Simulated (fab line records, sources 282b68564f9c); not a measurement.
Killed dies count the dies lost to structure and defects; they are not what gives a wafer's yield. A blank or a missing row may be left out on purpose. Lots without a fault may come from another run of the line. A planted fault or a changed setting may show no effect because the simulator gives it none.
Problem report, 8D (eight disciplines) form, completed by code | flow ritCmos | the parts of the form that need people (team, actions taken, sign-off) are left out

## 1. PROBLEM STATEMENT
Mean FIELD_OXIDE_LEFT_2_THK at RIT_FOX2_THK_MEAS_91: 290 nm over 6 wafers in 2 lots; fault-free wafers: 253 nm, standard deviation 5.8. That puts it +6.4 standard deviations away from the usual mean.
First observed at day 4 07:47: wafer L372.2, on filmMetro-03. The record holds 42 wafers of 14 lots with a number at this step. Rule for "out", or "out of limits": more than 4 standard deviations from the usual mean. The rest of the wafers with a number are treated as sound.

## 2. WHAT IT IS; WHAT IT IS NOT
question                    | is                     | is not
which readings at this step | FIELD_OXIDE_LEFT_2_THK | -
which lots                  | L372, L375             | L363, L364, L365, L366, L367, L368, L369, L370, L371, L382, L384, L386
which wafers of those lots  | all that have a number | -
read on which gauges        | filmMetro-03           | filmMetro-01
when                        | from day 4 07:47       | up to then (27 sound wafers); but 9 sound wafers of L382, L384, L386 came after

## 3. SUSPECTS, AND WHAT RULES EACH OUT
Counting: a tool at any process step up to the reading remains a suspect when it ran all the lots that are out and ran no sound lot after the first of those.
- the gauge at RIT_FOX2_THK_MEAS_91 has been ruled out. All the wafers that are out were read on filmMetro-03, but those of them that RIT_GATE_WET_ETCH_00 has rows for are out there too, on other tools.
- wetBench-04 at RIT_GATE_WET_ETCH_00 (etches SiO2 in BOE, target depth 56 nm, time 60 s): kept. It processed each lot that is out, first L372 at day 4 07:18, and no sound lot thereafter; up to then, the last sound lot it processed was L371 at day 4 01:00. On those wafers its own readings are out: runLengthS.
The count leaves wetBench-04 at RIT_GATE_WET_ETCH_00.

## 4. THE CAUSE (what the simulator had put in)
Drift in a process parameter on wetBench-04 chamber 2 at RIT_GATE_WET_ETCH_00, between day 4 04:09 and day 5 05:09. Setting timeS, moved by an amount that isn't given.
After counting, this tool was the only one left.

## 5. THE EFFECT CHAIN, in route order
Each row: a reading whose mean over the struck wafers that have a number lies more than 3 standard deviations from the usual. Only readings for which the record gives a usual standard deviation are gone through. hours: the time from each lot's start at the first step in this table that gives one to its start at this step, as a median over the lots. sigmas: the change in usual standard deviations.
hours | step                 | reading                | usual  | on struck wafers | change | sigmas
0     | RIT_GATE_WET_ETCH_00 | runLengthS             | 89 s   | 49               | -40    | -13
0     | RIT_FOX2_THK_MEAS_91 | FIELD_OXIDE_LEFT_2_THK | 253 nm | 290              | +37    | +6.4
Its process steps:
- RIT_GATE_WET_ETCH_00: etches SiO2 in BOE, target depth 56 nm, time 60 s.

## 6. WHAT WOULD HAVE CAUGHT IT SOONER
4 hours passed between the start of the fault at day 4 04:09 and the first reading out of limits at a measuring or inspecting step in this record, taken at day 4 07:47.
At RIT_GATE_WET_ETCH_00, the tool's own readings (runLengthS) were out on each struck wafer the step has a row for, so an alarm limit on them would have fired on the first such wafer.
L375, from the lots that are out (2), started RIT_GATE_WET_ETCH_00 on wetBench-04 later than day 4 07:47. Putting the tool on hold at that point would have spared it.
